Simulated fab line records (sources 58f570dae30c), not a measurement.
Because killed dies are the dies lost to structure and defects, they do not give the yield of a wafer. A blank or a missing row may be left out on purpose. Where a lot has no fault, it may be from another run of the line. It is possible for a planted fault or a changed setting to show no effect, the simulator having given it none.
fab line records    flow berkeleyCmos170
record: lots: 15  wafers: 45  lastDay: 13
route steps=331 shown START@1 PFIELD@82 V1@255 V2@305
lots that met no fault: taken from a fault-free run of the same line
startH: start of the lot's first displayed wafer, in hours after the record's first day    waitH: hours from the lot's prior step to this one    " unchanged from the row above    L1.1+2: one row covering several wafers at once    - value missing, or start not given    * or withheld: withheld    < > ~ a bound
route shown NAME@n: NAME is a module with steps in the file, n the number in the route of the first one    usual: mean/standard deviation taken from wafers without a fault    same: alike in all rows    chamber/n: place in a boat    sites: each site's reading    _std_site: their standard deviation    _edge_site: mean of outer sites minus mean of inner sites    radiusMm: for every site, how far away it sits from the centre of the wafer    mask NAME#n: copy n    behind: tool/chamber where the wafer was last shaped    hold: cause of the lot's hold/its duration in hours/its outcome    device: whichever transistor did not switch (one of n, p or np)    end of line: tests of these same wafers at the route's end    where a step has no rows: the recipe by itself    killed: dies lost to structure and defects at the first sort, not the wafer's yield    map: shows each die of a wafer: x if killed, . if not, _ if none is there
set.NAME: the setting the step ran with; set.NAME@STEP: the setting that earlier step ran with    model.NAME: the simulator's own value behind a step, which no gauge read
route steps across a sampled set of lots; one table per step, one row per wafer
services: a tool's chamber out of use, with start hour (startH, from the record's first day; less than 0 if before it), hours out, and reason
== steps ==
step: UCB170_START_BOW_MEAS_00
recipe: mode: bow
usual: INCOMING_BOW: 0/6.3
lot.wafer  tool          chamber  startH  waitH  INCOMING_BOW[um]
L225.1     filmMetro-02  -        15.00   -      10
L225.4     "             -        "       "      -1
L225.6     "             -        "       "      4
L227.1     filmMetro-02  -        25.00   -      -6
L227.3     "             -        "       "      -2
L227.5     "             -        "       "      0
L229.2     filmMetro-04  -        35.02   -      5
L229.3     "             -        "       "      4
L229.5     "             -        "       "      13
L230.3     filmMetro-02  -        40.06   -      -2
L230.4     "             -        "       "      -7
L230.5     "             -        "       "      -3
L231.1     filmMetro-03  -        45.00   -      -1
L231.2     "             -        "       "      -1
L231.4     "             -        "       "      9
L232.4     filmMetro-04  -        50.06   -      -5
L232.5     "             -        "       "      -1
L232.6     "             -        "       "      -3
L233.1     filmMetro-04  -        55.00   -      -1
L233.3     "             -        "       "      -16
L233.4     "             -        "       "      7
L238.2     filmMetro-02  -        80.02   -      3
L238.5     "             -        "       "      6
L238.6     "             -        "       "      -2
L239.3     filmMetro-04  -        85.04   -      8
L239.5     "             -        "       "      3
L239.6     "             -        "       "      14
L241.2     filmMetro-02  -        95.02   -      15
L241.3     "             -        "       "      2
L241.5     "             -        "       "      -5
L242.1     filmMetro-04  -        100.00  -      1
L242.3     "             -        "       "      3
L242.6     "             -        "       "      0
L243.2     filmMetro-03  -        105.02  -      -10
L243.3     "             -        "       "      9
L243.6     "             -        "       "      7
L245.1     filmMetro-02  -        115.00  -      8
L245.2     "             -        "       "      0
L245.6     "             -        "       "      6
L246.1     filmMetro-03  -        120.00  -      6
L246.2     "             -        "       "      3
L246.6     "             -        "       "      0
L247.3     filmMetro-03  -        125.08  -      6
L247.4     "             -        "       "      -4
L247.6     "             -        "       "      4
step: UCB170_PFIELD_EXPOSE_03
recipe: maskId: PFIELD  na: 0.5  sigmaOuter: 0.6  sourceShape: conventional  targetCdNm: 1500  doseMj: 30
usual: exposureDoseMJCm2: 30.00/0.032  focusOffsetNm: 0.1/0.54
lot.wafer  tool           chamber  startH  waitH  mask      exposureDoseMJCm2  focusOffsetNm
L227.1     krfScanner-01  0        100.18  0.1    PFIELD#0  29.99              0.3
L227.3     "              0        "       "      PFIELD#0  29.98              -0.4
L227.5     "              0        "       "      PFIELD#0  29.97              0.3
L225.1     krfScanner-02  0        101.02  0.2    PFIELD#0  30.02              -0.1
L225.4     "              0        "       "      PFIELD#0  29.94              -0.2
L225.6     "              0        "       "      PFIELD#0  30.00              0.0
L229.2     krfScanner-01  0        112.89  0.2    PFIELD#0  29.97              0.2
L229.3     "              0        "       "      PFIELD#0  30.00              -0.2
L229.5     "              0        "       "      PFIELD#0  29.96              0.4
L230.3     krfScanner-01  0        113.14  0.4    PFIELD#0  30.02              0.8
L230.4     "              0        "       "      PFIELD#0  30.04              0.9
L230.5     "              0        "       "      PFIELD#0  29.97              0.4
L231.1     krfScanner-01  -        124.22  0.1    PFIELD#0  -                  -
L231.2     "              -        "       "      PFIELD#0  -                  -
L231.4     "              -        "       "      PFIELD#0  -                  -
L232.4     krfScanner-02  -        124.55  0.2    PFIELD#0  -                  -
L232.5     "              -        "       "      PFIELD#0  -                  -
L232.6     "              -        "       "      PFIELD#0  -                  -
L233.1     krfScanner-01  -        124.99  0.3    PFIELD#0  -                  -
L233.3     "              -        "       "      PFIELD#0  -                  -
L233.4     "              -        "       "      PFIELD#0  -                  -
L239.3     krfScanner-02  0        168.07  0.2    PFIELD#0  29.99              0.7
L239.5     "              0        "       "      PFIELD#0  29.97              0.6
L239.6     "              0        "       "      PFIELD#0  30.01              -0.4
L238.2     krfScanner-02  0        168.17  0.1    PFIELD#0  30.02              -0.5
L238.5     "              0        "       "      PFIELD#0  29.99              -0.6
L238.6     "              0        "       "      PFIELD#0  30.02              -0.8
L242.1     krfScanner-01  0        180.01  0.5    PFIELD#0  29.97              -0.3
L242.3     "              0        "       "      PFIELD#0  29.98              0.0
L242.6     "              0        "       "      PFIELD#0  30.01              -0.7
L241.2     krfScanner-01  0        180.14  0.4    PFIELD#0  30.00              0.3
L241.3     "              0        "       "      PFIELD#0  29.96              0.3
L241.5     "              0        "       "      PFIELD#0  29.99              -0.4
L243.2     krfScanner-01  0        187.83  0.1    PFIELD#0  30.05              0.4
L243.3     "              0        "       "      PFIELD#0  29.98              -0.1
L243.6     "              0        "       "      PFIELD#0  30.05              1.0
L245.1     krfScanner-01  0        198.60  0.4    PFIELD#0  29.94              0.5
L245.2     "              0        "       "      PFIELD#0  29.98              0.7
L245.6     "              0        "       "      PFIELD#0  29.97              0.0
L246.1     krfScanner-02  0        198.84  0.6    PFIELD#0  30.09              0.7
L246.2     "              0        "       "      PFIELD#0  30.03              1.2
L246.6     "              0        "       "      PFIELD#0  30.07              0.7
L247.3     krfScanner-01  0        209.32  0.2    PFIELD#0  29.97              0.4
L247.4     "              0        "       "      PFIELD#0  30.00              -0.1
L247.6     "              0        "       "      PFIELD#0  29.96              -0.4
step: UCB170_V1_THK_MEAS_01
recipe: reads: SiO2_of_V1_CVD_00
usual: V1_TEOS_THK: 2006/28
lot.wafer  tool          chamber  startH  waitH  V1_TEOS_THK[nm]
L225.1     filmMetro-01  -        177.30  0.1    1995
L225.4     "             -        "       "      2043
L225.6     "             -        "       "      2019
L227.1     filmMetro-01  -        185.46  0.1    2023
L227.3     "             -        "       "      2017
L227.5     "             -        "       "      2028
L230.3     filmMetro-02  -        186.82  0.1    1981
L230.4     "             -        "       "      2027
L230.5     "             -        "       "      2039
L229.2     filmMetro-02  -        189.47  0.1    2006
L229.3     "             -        "       "      1994
L229.5     "             -        "       "      2047
L231.1     filmMetro-01  -        206.56  0.1    1969
L231.2     "             -        "       "      2029
L231.4     "             -        "       "      2026
L233.1     filmMetro-01  -        207.89  0.1    2017
L233.3     "             -        "       "      1994
L233.4     "             -        "       "      2030
L232.4     filmMetro-02  -        207.92  0.0    2006
L232.5     "             -        "       "      2016
L232.6     "             -        "       "      2006
L239.3     filmMetro-02  -        251.37  0.1    2036
L239.5     "             -        "       "      2044
L239.6     "             -        "       "      2034
L238.2     filmMetro-02  -        252.80  0.1    1995
L238.5     "             -        "       "      2026
L238.6     "             -        "       "      1993
L241.2     filmMetro-03  -        263.43  0.1    2009
L241.3     "             -        "       "      2005
L241.5     "             -        "       "      2025
L242.1     filmMetro-01  -        264.75  0.1    1966
L242.3     "             -        "       "      1998
L242.6     "             -        "       "      1992
L243.2     filmMetro-01  -        266.10  0.1    2007
L243.3     "             -        "       "      1997
L243.6     "             -        "       "      2007
L245.1     filmMetro-02  -        280.45  0.1    2002
L245.2     "             -        "       "      2019
L245.6     "             -        "       "      2020
L246.1     filmMetro-03  -        281.78  0.1    1999
L246.2     "             -        "       "      1965
L246.6     "             -        "       "      2060
L247.3     filmMetro-01  -        288.74  0.1    2031
L247.4     "             -        "       "      2057
L247.6     "             -        "       "      1998
step: UCB170_V2_OVL_MEAS_13
usual: V2_OVL: -2/5.3
lot.wafer  tool        chamber  startH  waitH  V2_OVL[nm]
L225.1     overlay-01  -        186.30  0.1    3
L225.4     "           -        "       "      -2
L225.6     "           -        "       "      -10
L227.1     overlay-02  -        193.13  0.1    -12
L227.3     "           -        "       "      -10
L227.5     "           -        "       "      -8
L230.3     overlay-02  -        194.83  0.1    -9
L230.4     "           -        "       "      2
L230.5     "           -        "       "      -5
L229.2     overlay-02  -        199.33  0.1    -4
L229.3     "           -        "       "      4
L229.5     "           -        "       "      4
L231.1     overlay-01  -        215.00  0.1    0
L231.2     "           -        "       "      -6
L231.4     "           -        "       "      0
L232.4     overlay-02  -        215.29  0.1    -8
L232.5     "           -        "       "      0
L232.6     "           -        "       "      -5
L233.1     overlay-01  -        215.51  0.1    3
L233.3     "           -        "       "      2
L233.4     "           -        "       "      -2
L239.3     overlay-02  -        258.53  0.1    -11
L239.5     "           -        "       "      -6
L239.6     "           -        "       "      -8
L238.2     overlay-02  -        261.41  0.1    -7
L238.5     "           -        "       "      -8
L238.6     "           -        "       "      -2
L241.2     overlay-01  -        271.78  0.1    4
L241.3     "           -        "       "      -5
L241.5     "           -        "       "      -4
L242.1     overlay-02  -        272.51  0.1    -3
L242.3     "           -        "       "      6
L242.6     "           -        "       "      1
L243.2     overlay-01  -        273.19  0.1    14
L243.3     "           -        "       "      3
L243.6     "           -        "       "      9
L245.1     overlay-01  -        289.34  0.1    1
L245.2     "           -        "       "      4
L245.6     "           -        "       "      3
L246.1     overlay-02  -        289.58  0.1    -8
L246.2     "           -        "       "      -3
L246.6     "           -        "       "      -7
L247.3     overlay-02  -        298.02  0.1    2
L247.4     "           -        "       "      4
L247.6     "           -        "       "      7
== services ==
tool           chamber  startH  hours  kind
krfScanner-01  -        102.34  1.5    repair
krfScanner-01  -        123.75  0.2    repair
krfScanner-02  -        131.13  1.0    pm
krfScanner-02  -        144.84  3.6    pm
krfScanner-02  0        153.93  -      calibration
krfScanner-01  -        155.49  1.0    pm
krfScanner-01  0        155.79  -      calibration
krfScanner-01  -        157.32  0.6    repair
krfScanner-01  -        166.84  1.3    pm
krfScanner-02  -        175.65  8.2    repair
krfScanner-01  -        207.24  0.8    pm
== key ==
firstSign: step: UCB170_PFIELD_EXPOSE_03  reading: toolRecord  direction: missing
effect none on later readings
metAt UCB170_PFIELD_EXPOSE_03
struckLots L231,L232,L233
sortLeftOut L231.1,L231.2,L231.4,L232.4,L232.5,L232.6,L233.1,L233.3,L233.4
testerLeftOut L231,L232,L233
notActingAt UCB170_START_BOW_MEAS_00,UCB170_V1_THK_MEAS_01,UCB170_V2_OVL_MEAS_13
onsetBetween 113.14 124.22
fault: kind: skippedStepWhole  tool: krfScanner-01,krfScanner-02  chamber: -  onsetH: 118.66  steps: UCB170_PFIELD_EXPOSE_03  scope: struckLotsOnly
testerLeftOut: of these lots the tester's yield and bins aren't shown, on N5 and GAA mostly nor the transistor test; their killed dies are dies lost to structure and defects alone, not to doping, threshold or leakage, so they don't give the yield
sortLeftOut: the simulated sort isn't trusted on such a fault, so these wafers' sort isn't shown, and their yield isn't known
